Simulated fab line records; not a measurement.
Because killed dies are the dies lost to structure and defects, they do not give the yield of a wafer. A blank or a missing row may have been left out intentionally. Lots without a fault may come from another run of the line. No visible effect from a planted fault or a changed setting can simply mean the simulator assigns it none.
Matching of chambers || flow berkeley-cmos170 || UCB170_V2_CMP_02 on cmp-01: 4 sister chambers
The step polishes SiO2. 4 wafers are shown with their chamber, then 9 later ones without.

WAFERS, EACH WITH ITS CHAMBER
{"wafer": "L783.5", "chamber": 2, "motor-current-A (A)": 17.7}
{"wafer": "L787.1", "chamber": 3, "motor-current-A (A)": 15.5}
{"wafer": "L788.4", "chamber": 0, "motor-current-A (A)": 19.9}
{"wafer": "L788.6", "chamber": 1, "motor-current-A (A)": 17.2}

WAFERS WITH NO CHAMBER GIVEN
{"wafer": "L789.1", "motor-current-A (A)": 15.9}
{"wafer": "L789.2", "motor-current-A (A)": 16.1}
{"wafer": "L789.4", "motor-current-A (A)": 20.8}
{"wafer": "L793.1", "motor-current-A (A)": 16.8}
{"wafer": "L793.2", "motor-current-A (A)": 15.3}
{"wafer": "L793.6", "motor-current-A (A)": 17.4}
{"wafer": "L799.3", "motor-current-A (A)": 15.3}
{"wafer": "L799.4", "motor-current-A (A)": 20.7}
{"wafer": "L799.6", "motor-current-A (A)": 17.3}

THE CHAMBER EACH PASSED THROUGH
{"wafer": "L789.1", "from the rows above": "can't be placed: 3 or 1", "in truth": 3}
{"wafer": "L789.2", "from the rows above": "can't be placed: 3 or 1 or 2", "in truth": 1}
{"wafer": "L789.4", "from the rows above": 0, "in truth": 0}
{"wafer": "L793.1", "from the rows above": "can't be placed: 1 or 2 or 3", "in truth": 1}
{"wafer": "L793.2", "from the rows above": 3, "in truth": 3}
{"wafer": "L793.6", "from the rows above": "can't be placed: 1 or 2", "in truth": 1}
{"wafer": "L799.3", "from the rows above": 3, "in truth": 3}
{"wafer": "L799.4", "from the rows above": 0, "in truth": 0}
{"wafer": "L799.6", "from the rows above": "can't be placed: 1 or 2", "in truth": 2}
Correctly placed: 4 of 9. Cannot be placed on the basis of these rows: 5; the candidates contain the true chamber in 5. Wrongly placed: 0.
How it was worked out, from the rows above alone: a wafer's distance from a chamber is the root of the sum, over the readings, of the square of ((its reading less the chamber's mean) divided by the reading's scatter). If the next closest chamber is less than 2 further off than the closest, the wafer can't be placed; otherwise it belongs to the closest. Each chamber's mean is taken over the wafers shown for it. The scatter (one wafer shown for each chamber): square how far every hidden wafer sits from the nearest shown wafer, average those squares and take the square root.
